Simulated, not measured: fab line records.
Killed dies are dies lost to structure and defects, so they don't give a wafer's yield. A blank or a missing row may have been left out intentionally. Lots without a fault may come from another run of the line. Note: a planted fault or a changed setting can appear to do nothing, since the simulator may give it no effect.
fab line records	flow berkeley_cmos170
record lots=5	wafers=23
route steps=331 shown ZERO@7 ACTIVE@65 FIELD@90 NVT@105
start_h: start of the lot's first displayed wafer, in hours after the record's first day	wait_h: hours elapsed since this lot's preceding step	" the same as in the row above	L1.1+2: a row that stands for several wafers	- value missing, or start not given	* or withheld: withheld	< > ~ a bound
route shown NAME@n: NAME is a module with steps in the file, n the number in the route of the first one	usual: mean and standard deviation over wafers with no fault	same: alike in all rows	chamber/n: place in a boat	sites: per-site readings	_std_site: the values' standard deviation	_edge_site: inner sites' mean taken away from outer sites' mean	radius_mm: for every site, how far away it sits from the centre of the wafer	mask NAME#n: copy n	behind: the most recent tool/chamber to have shaped the wafer	hold: what put the lot on hold/how long, in hours/how the hold closed	device: which transistor (n, p or np) failed to switch	end of line: the route-end tests of the same wafers	a step with no rows: only its recipe	killed: dies lost to structure and defects at the first sort, not the wafer's yield	map: a wafer's dies, x killed, . not, _ none there
set.NAME: the setting as run; set.NAME@STEP: as run at that earlier step	model.NAME: the simulator's own value behind a step, which no gauge read
lots whose settings were changed on purpose; a table a step, a row a wafer
## steps
# step UCB170_ZERO_COAT_01
# recipe resist=KrF	spin_rpm=1500	resist_thk_nm=900
lot.wafer	tool	chamber	start_h	wait_h	set.resist_thk_nm	model.KrF_of_ZERO_COAT_01.thk_nm
L074.1	litho_track-01	0	19.27	0.1	900	902.3
L074.2	"	0	"	"	900	903
L074.4+5	"	0	"	"	900	901.2
L074.6	"	0	"	"	900	900.2
L076.1	litho_track-03	0	29.50	0.1	900	900.2
L076.2	"	0	"	"	900	900.7
L076.4	"	0	"	"	900	899.8
L077.1	litho_track-01	0	34.08	0.1	900	901.6
L077.3	"	0	"	"	900	898.8
L077.4	"	0	"	"	900	902.9
L077.5	"	0	"	"	900	901
L077.6	"	0	"	"	900	899.7
L078.1	litho_track-01	0	37.15	0.1	940.5	940.3
L078.2	"	0	"	"	940.5	944.5
L078.4	"	0	"	"	900	901.6
L078.5	"	0	"	"	900	900.4
L078.6	"	0	"	"	940.5	942.7
L082.1	litho_track-01	0	55.29	0.1	900	897.1
L082.2	"	0	"	"	900	897.7
L082.4	"	0	"	"	900	900.2
L082.5	"	0	"	"	932	931.5
L082.6	"	0	"	"	932	930.2
# step UCB170_ZERO_ETCH_06
# recipe chemistry=CHF3/CF4/Ar	target=SiO2	time_s=12	pressure_mtorr=100	rf_w=500	CHF3_flow_sccm=50	cf4_flow_sccm=10	Ar_flow_sccm=120	over_etch_frac=1.58
# usual oes_product_au=0.620/0.0064
lot.wafer	tool	chamber	start_h	wait_h	set.over_etch_frac	oes_product_au
L074.1	rie_diel-04	1	20.08	-	1.58	0.618
L074.2	"	0	"	"	1.58	0.616
L074.4	"	2	"	"	1.58	0.600
L074.5	"	3	"	"	1.367	0.643
L074.6	"	0	"	"	1.367	0.645
L076.1	rie_diel-04	1	30.19	-	1.58	0.617
L076.2	"	2	"	"	1.58	0.609
L076.4	"	0	"	"	1.58	0.614
L077.1	rie_diel-03	0	35.36	-	1.58	0.621
L077.3	"	1	"	"	1.58	0.622
L077.4	"	3	"	"	1.58	0.616
L077.5	"	1	"	"	1.58	0.622
L077.6	"	0	"	"	1.58	0.629
L078.1	rie_diel-03	0	37.99	-	1.996	0.581
L078.2	"	3	"	"	1.58	0.621
L078.4	"	1	"	"	1.58	0.626
L078.5	"	0	"	"	1.996	0.580
L078.6	"	3	"	"	1.996	0.582
L082.1	rie_diel-02	1	55.99	-	1.58	0.624
L082.2	"	2	"	"	1.58	0.610
L082.4	"	0	"	"	1.882	0.586
L082.5	"	1	"	"	1.58	0.620
L082.6	"	2	"	"	1.882	0.592
# step UCB170_ZERO_STRIP_07
# recipe chemistry=O2	power_w=400	pressure_mtorr=3500	platen_temp_c=withheld	o2_flow_sccm=400	overash_fraction=0.5
# usual strip_time_to_endpoint_s=21.48/0.054
lot.wafer	tool	chamber	start_h	wait_h	set.resist_thk_nm@ZERO_COAT_01	strip_time_to_endpoint_s
L074.1	plasma_asher-03	1	20.10	0.0	900	21.53
L074.2	"	0	"	"	900	21.55
L074.4	"	1	"	"	900	21.52
L074.5	"	0	"	"	900	21.54
L074.6	"	1	"	"	900	21.50
L076.1	plasma_asher-04	1	30.21	0.0	900	21.49
L076.2	"	0	"	"	900	21.50
L076.4	"	1	"	"	900	21.47
L077.1	plasma_asher-04	0	35.39	0.0	900	21.52
L077.3	"	1	"	"	900	21.45
L077.4	"	0	"	"	900	21.57
L077.5	"	0	"	"	900	21.52
L077.6	"	1	"	"	900	21.47
L078.1	plasma_asher-01	1	38.01	0.0	940.5	22.39
L078.2	"	0	"	"	940.5	22.55
L078.4	"	1	"	"	900	21.51
L078.5	"	0	"	"	900	21.44
L078.6	"	1	"	"	940.5	22.45
L082.1	plasma_asher-03	0	56.01	0.0	900	21.41
L082.2	"	1	"	"	900	21.42
L082.4	"	1	"	"	900	21.43
L082.5	"	0	"	"	932	22.22
L082.6	"	1	"	"	932	22.14
# step UCB170_ACTIVE_CVD_05
# recipe material=Si3N4	target_thk_nm=220	temp_c=800	precursor=SiH2Cl2/NH3	time_s=3300	pressure_mtorr=200	sih2cl2_flow_sccm=25	nh3_flow_sccm=75
lot.wafer	tool	chamber	start_h	wait_h	set.time_s	model.Si3N4_of_ACTIVE_CVD_05.thk_nm
L074.1	-	-	-	0.0	3108	208.4
L074.2	"	-	"	"	3108	208.8
L074.4	"	-	"	"	3108	209.5
L074.5	"	-	"	"	3108	209.1
L074.6	"	-	"	"	3108	209.3
L076.1	lpcvd-02	0	77.51	0.0	3300	217.5
L076.2	"	0	"	"	3300	216.8
L076.4	"	0	"	"	3300	217
L077.1	-	-	-	0.0	3671	248.1
L077.3	"	-	"	"	3671	248.4
L077.4	"	-	"	"	3671	245.2
L077.5	"	-	"	"	3671	247.6
L077.6	"	-	"	"	3671	248.5
L078.1	-	-	-	0.0	3470	232.5
L078.2	"	-	"	"	3470	231.8
L078.4	"	-	"	"	3470	232.1
L078.5	"	-	"	"	3470	229.7
L078.6	"	-	"	"	3470	230.5
L082.1	-	-	-	0.0	2893	193.1
L082.2	"	-	"	"	2893	192.7
L082.4	"	-	"	"	2893	193.7
L082.5	"	-	"	"	2893	193
L082.6	"	-	"	"	2893	191.8
# step UCB170_ACTIVE_THK_MEAS_06
# recipe reads=Si3N4_of_ACTIVE_CVD_05
# usual ACTIVE_NITRIDE_THK=220.4/1.9
lot.wafer	tool	chamber	start_h	wait_h	set.time_s@ACTIVE_CVD_05	ACTIVE_NITRIDE_THK[nm]
L074.1	film_metro-03	-	-	-	3108	208.6
L074.2	"	-	"	"	3108	208.7
L074.4	"	-	"	"	3108	209.3
L074.5	"	-	"	"	3108	209.2
L074.6	"	-	"	"	3108	209.4
L076.1	film_metro-01	-	79.44	0.0	3300	217.3
L076.2	"	-	"	"	3300	216.8
L076.4	"	-	"	"	3300	217.0
L077.1	film_metro-01	-	-	-	3671	248.1
L077.3	"	-	"	"	3671	248.5
L077.4	"	-	"	"	3671	245.1
L077.5	"	-	"	"	3671	247.5
L077.6	"	-	"	"	3671	248.4
L078.1	film_metro-03	-	-	-	3470	232.7
L078.2	"	-	"	"	3470	231.8
L078.4	"	-	"	"	3470	232.2
L078.5	"	-	"	"	3470	229.8
L078.6	"	-	"	"	3470	230.6
L082.1	film_metro-04	-	-	-	2893	193.0
L082.2	"	-	"	"	2893	192.5
L082.4	"	-	"	"	2893	193.5
L082.5	"	-	"	"	2893	193.0
L082.6	"	-	"	"	2893	191.7
# step UCB170_ACTIVE_COAT_08
# recipe resist=KrF	spin_rpm=1500	resist_thk_nm=900
lot.wafer	tool	chamber	start_h	wait_h	set.resist_thk_nm	model.KrF_of_ACTIVE_COAT_08.thk_nm
L074.1	litho_track-01	0	73.22	0.1	872.2	875
L074.2	"	0	"	"	900	901.2
L074.4	"	0	"	"	872.2	875.9
L074.5	"	0	"	"	900	901.9
L074.6	"	0	"	"	900	902.6
L076.1	litho_track-01	0	79.97	0.1	900	905.4
L076.2	"	0	"	"	900	902.4
L076.4	"	0	"	"	900	902.3
L077.1	litho_track-04	0	80.08	0.1	900	901
L077.3	"	0	"	"	900	897.5
L077.4	"	0	"	"	858.9	860
L077.5	"	0	"	"	858.9	858.1
L077.6	"	0	"	"	900	905.2
L078.1	litho_track-04	0	90.91	0.1	924.9	927.9
L078.2	"	0	"	"	924.9	925.7
L078.4	"	0	"	"	900	901.7
L078.5	"	0	"	"	900	903.4
L078.6	"	0	"	"	924.9	928.4
L082.1	litho_track-04	0	110.74	0.1	900	903.5
L082.2	"	0	"	"	900	902.1
L082.4	"	0	"	"	900	904.1
L082.5	"	0	"	"	900	905
L082.6	"	0	"	"	900	902.8
# step UCB170_ACTIVE_SOFTBAKE_09
# recipe resist=KrF	temp_c=130	time_s=60
# step UCB170_ACTIVE_EXPOSE_10
# recipe mask_id=ACTIVE	target_cd_nm=1200	na=0.5	sigma_outer=0.6	source_shape=conventional	dose_mj=20
# step UCB170_ACTIVE_ETCH_15
# recipe chemistry=CH3F/Ar/O2	target=Si3N4	stop_on=SiO2	CH3F_flow_sccm=20	Ar_flow_sccm=50	O2_flow_sccm=7	pressure_mtorr=50	rf_w=450	target_depth_a=2420	over_etch_frac=0.1	time_s=151
lot.wafer	tool	chamber	start_h	wait_h	set.time_s@ACTIVE_CVD_05	set.resist_thk_nm@ACTIVE_COAT_08	model.KrF_of_ACTIVE_COAT_08.thk_nm	model.etch.depth_nm
L074.1	rie_diel-03	1	74.40	0.0	3108	872.2	695.8	208.4
L074.2	"	3	"	"	3108	900	728.7	208.8
L074.4	"	2	"	"	3108	872.2	702.2	209.5
L074.5	"	1	"	"	3108	900	723	209.1
L074.6	"	0	"	"	3108	900	728	209.3
L076.1	rie_diel-02	3	80.94	0.0	3300	900	730.7	217.5
L076.2	"	2	"	"	3300	900	725.8	216.8
L076.4	"	2	"	"	3300	900	724.9	217
L077.1	rie_diel-03	3	81.18	0.0	3671	900	727.7	238.6
L077.3	"	2	"	"	3671	900	721.4	242.9
L077.4	"	0	"	"	3671	858.9	684.4	242.2
L077.5	"	2	"	"	3671	858.9	682.5	242
L077.6	"	3	"	"	3671	900	731.1	239.9
L078.1	rie_diel-01	0	92.29	0.0	3470	924.9	758.9	232.2
L078.2	"	3	"	"	3470	924.9	754.3	231.8
L078.4	"	2	"	"	3470	900	731.4	232.1
L078.5	"	0	"	"	3470	900	733.5	229.7
L078.6	"	3	"	"	3470	924.9	755.4	230.5
L082.1	rie_diel-03	1	111.73	0.0	2893	900	724.9	193.1
L082.2	"	2	"	"	2893	900	724.8	192.7
L082.4	"	1	"	"	2893	900	726	193.7
L082.5	"	2	"	"	2893	900	730.3	193
L082.6	"	1	"	"	2893	900	724	191.8
# step UCB170_ACTIVE_STRIP_16
# recipe chemistry=O2	power_w=400	pressure_mtorr=3500	platen_temp_c=withheld	o2_flow_sccm=400	overash_fraction=0.5
# usual strip_time_to_endpoint_s=18.14/0.093
lot.wafer	tool	chamber	start_h	wait_h	set.resist_thk_nm@ACTIVE_COAT_08	strip_time_to_endpoint_s
L074.1	plasma_asher-02	0	74.50	0.1	872.2	17.38
L074.2	"	1	"	"	900	18.19
L074.4	"	0	"	"	872.2	17.55
L074.5	"	0	"	"	900	18.05
L074.6	"	1	"	"	900	18.17
L076.1	plasma_asher-02	0	81.04	0.1	900	18.24
L076.2	"	1	"	"	900	18.11
L076.4	"	1	"	"	900	18.09
L077.1	plasma_asher-01	0	81.28	0.1	900	18.17
L077.3	"	1	"	"	900	18.02
L077.4	"	0	"	"	858.9	17.13
L077.5	"	1	"	"	858.9	17.07
L077.6	"	0	"	"	900	18.25
L078.1	plasma_asher-02	1	92.39	0.1	924.9	18.91
L078.2	"	0	"	"	924.9	18.79
L078.4	"	1	"	"	900	18.26
L078.5	"	1	"	"	900	18.31
L078.6	"	0	"	"	924.9	18.81
L082.1	plasma_asher-02	0	111.88	0.1	900	18.09
L082.2	"	1	"	"	900	18.09
L082.4	"	1	"	"	900	18.12
L082.5	"	0	"	"	900	18.21
L082.6	"	1	"	"	900	18.09
# step UCB170_FIELD_OXIDATION_01
# recipe temp_c=1000	ambient=H2O	p_h2o_torr=584.62	target_thk_a=5583	ox_time_s=7200
lot.wafer	tool	chamber	start_h	wait_h	set.ox_time_s	model.SiO2_of_FIELD_OXIDATION_01.thk_nm
L074.1	-	-	-	2.3	6577	515.5
L074.2	"	-	"	"	6577	521.9
L074.4	"	-	"	"	6577	525.9
L074.5	"	-	"	"	6577	523.6
L074.6	"	-	"	"	6577	526.5
L076.1	furnace-01	0	84.65	1.1	7200	552.3
L076.2	"	0	"	"	7200	557.7
L076.4	"	0	"	"	7200	557.3
L077.1	-	-	-	0.2	7944	589.7
L077.3	"	-	"	"	7944	579.2
L077.4	"	-	"	"	7944	588.5
L077.5	"	-	"	"	7944	581.9
L077.6	"	-	"	"	7944	585
L078.1	-	-	-	3.3	6172	490.4
L078.2	"	-	"	"	6172	502.6
L078.4	"	-	"	"	6172	489.6
L078.5	"	-	"	"	6172	500.9
L078.6	"	-	"	"	6172	494.1
L082.1	-	-	-	1.0	7200	541.8
L082.2	"	-	"	"	7200	555.8
L082.4	"	-	"	"	7200	551.3
L082.5	"	-	"	"	7200	552.9
L082.6	"	-	"	"	7200	539.3
# step UCB170_FIELD_THK_MEAS_02
# recipe reads=SiO2_of_FIELD_OXIDATION_01
# usual FIELD_OXIDE_THK=551/7.1
lot.wafer	tool	chamber	start_h	wait_h	set.ox_time_s@FIELD_OXIDATION_01	FIELD_OXIDE_THK[nm]
L074.1	film_metro-02	-	-	-	6577	516
L074.2	"	-	"	"	6577	522
L074.4	"	-	"	"	6577	526
L074.5	"	-	"	"	6577	523
L074.6	"	-	"	"	6577	527
L076.1	film_metro-01	-	87.65	0.0	7200	552
L076.2	"	-	"	"	7200	558
L076.4	"	-	"	"	7200	557
L077.1	film_metro-03	-	-	-	7944	589
L077.3	"	-	"	"	7944	579
L077.4	"	-	"	"	7944	588
L077.5	"	-	"	"	7944	582
L077.6	"	-	"	"	7944	585
L078.1	film_metro-02	-	-	-	6172	490
L078.2	"	-	"	"	6172	503
L078.4	"	-	"	"	6172	490
L078.5	"	-	"	"	6172	501
L078.6	"	-	"	"	6172	494
L082.1	film_metro-01	-	-	-	7200	542
L082.2	"	-	"	"	7200	556
L082.4	"	-	"	"	7200	551
L082.5	"	-	"	"	7200	553
L082.6	"	-	"	"	7200	539
# step UCB170_FIELD_ANNEAL_03
# recipe temp_c=1000	time_s=1200	ambient=N2
# step UCB170_FIELD_WET_ETCH_04
# recipe chemistry=dHF	dilution=10:1	target=SiO2	temp_c=25	time_s=60
lot.wafer	tool	chamber	start_h	wait_h	set.ox_time_s@FIELD_OXIDATION_01	model.SiO2_of_FIELD_OXIDATION_01.thk_nm
L074.1	wet_bench-03	2	85.59	0.0	6577	482.5
L074.2	"	2	"	"	6577	488.9
L074.4	"	2	"	"	6577	493
L074.5	"	2	"	"	6577	490.6
L074.6	"	2	"	"	6577	493.6
L076.1	wet_bench-01	2	90.84	0.0	7200	519.5
L076.2	"	2	"	"	7200	525.1
L076.4	"	2	"	"	7200	524.5
L077.1	wet_bench-01	1	90.84	0.0	7944	556.1
L077.3	"	1	"	"	7944	545.6
L077.4	"	1	"	"	7944	555
L077.5	"	1	"	"	7944	548.3
L077.6	"	1	"	"	7944	551.5
L078.1	wet_bench-04	2	103.36	0.0	6172	457.4
L078.2	"	2	"	"	6172	469.6
L078.4	"	2	"	"	6172	456.7
L078.5	"	2	"	"	6172	467.9
L078.6	"	2	"	"	6172	461
L082.1	wet_bench-04	1	120.42	0.0	7200	508.8
L082.2	"	1	"	"	7200	522.8
L082.4	"	1	"	"	7200	518.4
L082.5	"	1	"	"	7200	519.8
L082.6	"	1	"	"	7200	506.4
# step UCB170_FIELD_WET_ETCH_05
# recipe chemistry=H3PO4	target=Si3N4	temp_c=160	time_s=12600
# step UCB170_FIELD_WET_ETCH_06
# recipe chemistry=BOE	dilution=5:1	target=SiO2	temp_c=25	time_s=22
# step UCB170_FIELD_THK_MEAS_90
# recipe reads=SiO2_of_FIELD_OXIDATION_01
# usual FIELD_OXIDE_LEFT_1_THK=435/7.4
lot.wafer	tool	chamber	start_h	wait_h	set.ox_time_s@FIELD_OXIDATION_01	FIELD_OXIDE_LEFT_1_THK[nm]
L074.1	film_metro-03	-	89.41	0.1	6577	400
L074.2	"	-	"	"	6577	406
L074.4	"	-	"	"	6577	411
L074.5	"	-	"	"	6577	408
L074.6	"	-	"	"	6577	411
L076.1	film_metro-03	-	94.39	0.0	7200	433
L076.2	"	-	"	"	7200	440
L076.4	"	-	"	"	7200	439
L077.1	film_metro-02	-	94.39	0.0	7944	473
L077.3	"	-	"	"	7944	462
L077.4	"	-	"	"	7944	472
L077.5	"	-	"	"	7944	464
L077.6	"	-	"	"	7944	468
L078.1	film_metro-01	-	107.45	0.0	6172	374
L078.2	"	-	"	"	6172	387
L078.4	"	-	"	"	6172	374
L078.5	"	-	"	"	6172	385
L078.6	"	-	"	"	6172	378
L082.1	film_metro-01	-	124.29	0.0	7200	426
L082.2	"	-	"	"	7200	440
L082.4	"	-	"	"	7200	435
L082.5	"	-	"	"	7200	436
L082.6	"	-	"	"	7200	424
# step UCB170_NVT_COAT_01
# recipe resist=KrF	spin_rpm=1500	resist_thk_nm=900
lot.wafer	tool	chamber	start_h	wait_h	set.resist_thk_nm	model.KrF_of_NVT_COAT_01.thk_nm
L074.1	litho_track-02	0	99.90	0.1	900	897.6
L074.2	"	0	"	"	878.4	879.8
L074.4	"	0	"	"	878.4	878.7
L074.5	"	0	"	"	900	900.1
L074.6	"	0	"	"	900	901.1
L076.1	litho_track-03	0	105.22	0.1	900	902.6
L076.2	"	0	"	"	900	901.9
L076.4	"	0	"	"	900	901.3
L077.1	litho_track-02	0	105.25	0.1	900	896.6
L077.3	"	0	"	"	916.2	914.8
L077.4	"	0	"	"	916.2	913.5
L077.5	"	0	"	"	900	898
L077.6	"	0	"	"	916.2	914.4
L078.1	litho_track-04	0	119.26	0.1	926.8	923.9
L078.2	"	0	"	"	900	901.4
L078.4	"	0	"	"	926.8	927.2
L078.5	"	0	"	"	900	899.7
L078.6	"	0	"	"	926.8	924.9
L082.1	litho_track-02	0	133.79	0.1	900	898.6
L082.2	"	0	"	"	851.5	848.2
L082.4	"	0	"	"	900	898.9
L082.5	"	0	"	"	851.5	849.2
L082.6	"	0	"	"	851.5	849.5
# step UCB170_NVT_IMPLANT_07
# recipe species=BF2	dose_cm2=3e+12	energy_kev=50	tilt_deg=7
lot.wafer	tool	chamber	start_h	wait_h	set.dose_cm2
L074.1+4+6	implanter-03	0	101.53	0.0	2.845e+12
L074.2+5	"	0	"	"	3e+12
L076.1+2+4	implanter-02	0	106.07	0.0	3e+12
L077.1+4+6	implanter-01	0	106.32	0.0	3.126e+12
L077.3+5	"	0	"	"	3e+12
L078.1+4+5	implanter-03	0	120.32	0.0	3.154e+12
L078.2+6	"	0	"	"	3e+12
L082.1+6	implanter-03	0	135.05	0.0	3.137e+12
L082.2+4+5	"	0	"	"	3e+12
# step UCB170_NVT_STRIP_08
# recipe chemistry=O2	power_w=400	pressure_mtorr=3500	platen_temp_c=withheld	o2_flow_sccm=400	overash_fraction=0.5
# usual strip_time_to_endpoint_s=21.65/0.058
lot.wafer	tool	chamber	start_h	wait_h	set.resist_thk_nm@NVT_COAT_01	strip_time_to_endpoint_s
L074.1	plasma_asher-03	0	101.68	0.1	900	21.58
L074.2	"	1	"	"	878.4	21.15
L074.4	"	0	"	"	878.4	21.12
L074.5	"	0	"	"	900	21.63
L074.6	"	1	"	"	900	21.66
L076.1	plasma_asher-03	0	106.22	0.1	900	21.71
L076.2	"	1	"	"	900	21.67
L076.4	"	0	"	"	900	21.65
L077.1	plasma_asher-02	1	106.47	0.1	900	21.54
L077.3	"	0	"	"	916.2	21.97
L077.4	"	1	"	"	916.2	21.96
L077.5	"	0	"	"	900	21.58
L077.6	"	1	"	"	916.2	21.99
L078.1	plasma_asher-01	1	120.47	0.1	926.8	22.19
L078.2	"	0	"	"	900	21.66
L078.4	"	1	"	"	926.8	22.28
L078.5	"	0	"	"	900	21.62
L078.6	"	1	"	"	926.8	22.23
L082.1	plasma_asher-02	0	135.20	0.1	900	21.59
L082.2	"	1	"	"	851.5	20.41
L082.4	"	0	"	"	900	21.59
L082.5	"	0	"	"	851.5	20.42
L082.6	"	1	"	"	851.5	20.42
# step UCB170_NVT_TW_MEAS_09
# usual NVT_TW=527/4.1
lot.wafer	tool	chamber	start_h	wait_h	set.dose_cm2@NVT_IMPLANT_07	NVT_TW
L074.1	film_metro-03	-	101.78	0.1	2.845e+12	515
L074.2	"	-	"	"	3e+12	522
L074.4	"	-	"	"	2.845e+12	512
L074.5	"	-	"	"	3e+12	523
L074.6	"	-	"	"	2.845e+12	513
L076.1	film_metro-04	-	106.32	0.1	3e+12	529
L076.2	"	-	"	"	3e+12	531
L076.4	"	-	"	"	3e+12	530
L077.1	film_metro-02	-	106.57	0.1	3.126e+12	537
L077.3	"	-	"	"	3e+12	526
L077.4	"	-	"	"	3.126e+12	535
L077.5	"	-	"	"	3e+12	526
L077.6	"	-	"	"	3.126e+12	537
L078.1	film_metro-03	-	120.57	0.1	3.154e+12	531
L078.2	"	-	"	"	3e+12	522
L078.4	"	-	"	"	3.154e+12	530
L078.5	"	-	"	"	3.154e+12	532
L078.6	"	-	"	"	3e+12	523
L082.1	film_metro-03	-	135.30	0.1	3.137e+12	529
L082.2	"	-	"	"	3e+12	522
L082.4	"	-	"	"	3e+12	521
L082.5	"	-	"	"	3e+12	522
L082.6	"	-	"	"	3.137e+12	527
## key
split step=UCB170_ZERO_COAT_01	setting=resist_thk_nm	stated=900	by=wafer
response step=UCB170_ZERO_COAT_01	reading=model.KrF_of_ZERO_COAT_01.thk_nm	change=+9.19	per=1%	r=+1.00
response step=UCB170_ZERO_STRIP_07	reading=strip_time_to_endpoint_s	change=*	per=1%	r=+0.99
split step=UCB170_ZERO_ETCH_06	setting=over_etch_frac	stated=1.58	by=wafer
response step=UCB170_ZERO_ETCH_06	reading=oes_product_au	change=-0.0017	per=1%	r=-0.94
split step=UCB170_ACTIVE_CVD_05	setting=time_s	stated=3300	by=lot
response step=UCB170_ACTIVE_CVD_05	reading=model.Si3N4_of_ACTIVE_CVD_05.thk_nm	change=+2.27	per=1%	r=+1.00
response step=UCB170_ACTIVE_THK_MEAS_06	reading=ACTIVE_NITRIDE_THK	change=+2.27	per=1%	r=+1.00
response step=UCB170_ACTIVE_ETCH_15	reading=model.etch.depth_nm	change=+2.04	per=1%	r=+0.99
split step=UCB170_ACTIVE_COAT_08	setting=resist_thk_nm	stated=900	by=wafer
response step=UCB170_ACTIVE_COAT_08	reading=model.KrF_of_ACTIVE_COAT_08.thk_nm	change=+9.01	per=1%	r=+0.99
response step=UCB170_ACTIVE_ETCH_15	reading=model.KrF_of_ACTIVE_COAT_08.thk_nm	change=+9.16	per=1%	r=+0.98
response step=UCB170_ACTIVE_STRIP_16	reading=strip_time_to_endpoint_s	change=*	per=1%	r=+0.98
split step=UCB170_FIELD_OXIDATION_01	setting=ox_time_s	stated=7200	by=lot
response step=UCB170_FIELD_OXIDATION_01	reading=model.SiO2_of_FIELD_OXIDATION_01.thk_nm	change=+3.56	per=1%	r=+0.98
response step=UCB170_FIELD_THK_MEAS_02	reading=FIELD_OXIDE_THK	change=+3.56	per=1%	r=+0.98
response step=UCB170_FIELD_WET_ETCH_04	reading=model.SiO2_of_FIELD_OXIDATION_01.thk_nm	change=+3.54	per=1%	r=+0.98
response step=UCB170_FIELD_THK_MEAS_90	reading=FIELD_OXIDE_LEFT_1_THK	change=+3.51	per=1%	r=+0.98
split step=UCB170_NVT_COAT_01	setting=resist_thk_nm	stated=900	by=wafer
response step=UCB170_NVT_COAT_01	reading=model.KrF_of_NVT_COAT_01.thk_nm	change=+8.98	per=1%	r=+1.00
response step=UCB170_NVT_STRIP_08	reading=strip_time_to_endpoint_s	change=*	per=1%	r=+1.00
split step=UCB170_NVT_IMPLANT_07	setting=dose_cm2	stated=3e+12	by=wafer
response step=UCB170_NVT_TW_MEAS_09	reading=NVT_TW	change=+1.77	per=1%	r=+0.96
